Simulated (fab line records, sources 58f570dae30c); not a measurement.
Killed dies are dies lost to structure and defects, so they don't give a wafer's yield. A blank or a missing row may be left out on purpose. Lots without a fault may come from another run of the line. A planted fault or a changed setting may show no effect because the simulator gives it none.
Problem report in the 8D (eight disciplines) form, filled by code | flow berkeley_cmos170 | the parts of the form that need people (team, actions taken, sign-off) are left out

1. THE PROBLEM
CONTACT_PSG_THK at UCB170_CONTACT_THK_MEAS_02 reads a mean of 880 nm on 6 wafers of 2 lots; wafers without a fault read 697 nm with a standard deviation of 7.9. That is +23 standard deviations from the usual mean.
First seen on wafer L160.3, day 9 15:10, on film_metro-01. The record holds 42 wafers of 14 lots with a number at this step. Rule for "out", or "out of limits": more than 4 standard deviations from the usual mean. The other wafers with a number count as sound.

2. WHAT IT IS AND WHAT IT IS NOT
question                    | is                           | is not
which readings at this step | CONTACT_PSG_THK              | -
which lots                  | L160, L161                   | L146, L147, L148, L149, L150, L151, L152, L153, L156, L165, L166, L167
which wafers of those lots  | all that have a number       | -
read on which gauges        | film_metro-01, film_metro-04 | film_metro-02
when                        | from day 9 15:10             | up to then (27 sound wafers); but 9 sound wafers of L165, L166, L167 came after

3. SUSPECTS, AND WHAT RULES EACH OUT
Counting: a tool at a process step up to the reading stays a suspect if it ran every lot that is out and no sound lot after the first of them.
- the gauge at UCB170_CONTACT_THK_MEAS_02: ruled out. The wafers that are out were read on 2 gauges (film_metro-01, film_metro-04).
- lpcvd-01 at UCB170_CONTACT_CVD_01 (deposits PSG from SiH4/O2/PH3, target thk 700 nm, time 2820 s): kept. It ran every lot that is out, first L160 (day 9 13:21), and no sound lot after that; its last sound lot up to then is L151 (day 7 14:34). Its own readings are out on those wafers: o2_flow_sccm.
Left after counting: lpcvd-01 at UCB170_CONTACT_CVD_01.

4. THE CAUSE (what the simulator had put in)
Process parameter drift: lpcvd-01, from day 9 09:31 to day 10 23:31, at UCB170_CONTACT_CVD_01. Setting o2_flow_sccm, moved by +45, from 90.
Counting left only this tool.

5. THE CHAIN OF EFFECTS, in route order
Each row: a reading whose mean over the struck wafers that have a number lies more than 3 standard deviations from the usual. Only readings for which the record gives a usual standard deviation are gone through. hours: the time from each lot's start at the first step in this table that gives one to its start at this step, as a median over the lots. sigmas: the change in usual standard deviations.
hours | step                       | reading         | usual      | on struck wafers | change | sigmas
0     | UCB170_CONTACT_CVD_01      | o2_flow_sccm    | 89.96 sccm | 134.81           | +44.86 | +99 or more
2     | UCB170_CONTACT_THK_MEAS_02 | CONTACT_PSG_THK | 697 nm     | 880              | +183   | +23
-     | UCB170_CONTACT_ETCH_18     | oes_product_au  | 0.889 a.u. | 0.995            | +0.106 | +7.1
The process steps in it:
- UCB170_CONTACT_CVD_01: deposits PSG from SiH4/O2/PH3, target thk 700 nm, time 2820 s.
- UCB170_CONTACT_ETCH_18: etches PSG in CHF3/CF4/Ar, stops on TiSi2, target depth 840 nm, time 195 s.

6. WHAT WOULD HAVE CAUGHT IT SOONER
In this record the first reading out of limits at a measuring or inspecting step was taken at day 9 15:10, 6 hours after the fault began at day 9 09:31.
The tool's own readings at UCB170_CONTACT_CVD_01 were out on every struck wafer that the step has a row for (o2_flow_sccm): an alarm limit on them would have fired on the first of those.
All the lots that are out (2) had begun UCB170_CONTACT_CVD_01 on lpcvd-01 by day 9 15:10. A hold on the tool at that time would have spared none of them.
